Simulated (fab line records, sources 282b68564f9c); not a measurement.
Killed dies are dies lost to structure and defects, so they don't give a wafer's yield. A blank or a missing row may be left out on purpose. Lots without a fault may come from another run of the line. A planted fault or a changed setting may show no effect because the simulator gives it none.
One fault seen from 2 desks | flow rit_cmos | each desk has only its own numbers; what lay behind them comes last

THE TOOL OWNER'S DESK: implanter-04
The tool's own readings at RIT_PSD_IMPLANT_08: means of the sampled wafers that have a number, for each lot that ran on this tool. A lot is out of limits, marked OUT, if its mean lies more than 4 standard deviations from the usual mean; the brackets give that distance.
Columns: A = beam_on_s at RIT_PSD_IMPLANT_08, usual 14.0 s; B = dose_ions_cm2 at RIT_PSD_IMPLANT_08, usual 4.999e+15
lot  | first seen here | A              | B
L944 | day 3 09:46     | 14.0           | 5.004e+15
L946 | day 3 21:10     | 14.1           | 4.999e+15
L952 | day 5 04:31     | 14.0           | 5.003e+15
L957 | day 6 13:04     | 14.2           | 5.001e+15
L961 | day 7 13:28     | 23.7 (+24) OUT | 8.499e+15 (+99 or more) OUT
L963 | day 7 21:05     | 24.0 (+24) OUT | 8.494e+15 (+99 or more) OUT
This desk's finding: out of limits on L961, L963; first on L961, day 7 13:28 (beam_on_s at RIT_PSD_IMPLANT_08). In limits: L944, L946, L952, L957.

THE METROLOGY DESK
What the gauges read, lot by lot, whatever tool the lot ran on: means of the sampled wafers that have a number. A lot is out of limits, marked OUT, if its mean lies more than 4 standard deviations from the usual mean; the brackets give that distance.
Columns: A = PSD_RS at RIT_SDANNEAL_RS_MEAS_04, usual 115.97 ohm/sq
lot  | first seen here | A
L944 | day 3 10:35     | 115.62
L945 | day 3 15:55     | 116.08
L946 | day 3 21:59     | 115.86
L947 | day 4 05:30     | 115.80
L949 | day 4 13:52     | 116.54
L950 | day 4 17:35     | 116.00
L951 | day 4 20:04     | 116.07
L952 | day 5 05:20     | 115.75
L953 | day 5 10:38     | 116.02
L957 | day 6 13:53     | 115.93
L961 | day 7 14:16     | 109.64 (-23) OUT
L963 | day 7 21:53     | 109.73 (-22) OUT
L966 | day 8 15:26     | 115.85
L965 | day 8 15:54     | 116.10
This desk's finding: out of limits on L961, L963; first on L961, day 7 14:16 (PSD_RS at RIT_SDANNEAL_RS_MEAS_04). In limits: L944, L945, L946, L947, L949, L950, L951, L952, L953, L957, L966, L965.

PUT TOGETHER
The tool owner's desk could have raised an alarm at day 7 13:28, on L961, L963.
The metrology desk could have raised an alarm at day 7 14:16, on L961, L963.
Of the lots named, all ran RIT_PSD_IMPLANT_08 on implanter-04.

WHAT THE SIMULATOR HAD PUT IN
Process parameter drift: implanter-04, from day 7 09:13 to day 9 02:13, at RIT_PSD_IMPLANT_08. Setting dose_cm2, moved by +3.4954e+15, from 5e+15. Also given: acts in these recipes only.
Lots struck among those shown: L961, L963.
Hours from the fault's start to each desk's first reading out of limits: the tool owner's desk, 4; the metrology desk, 5.
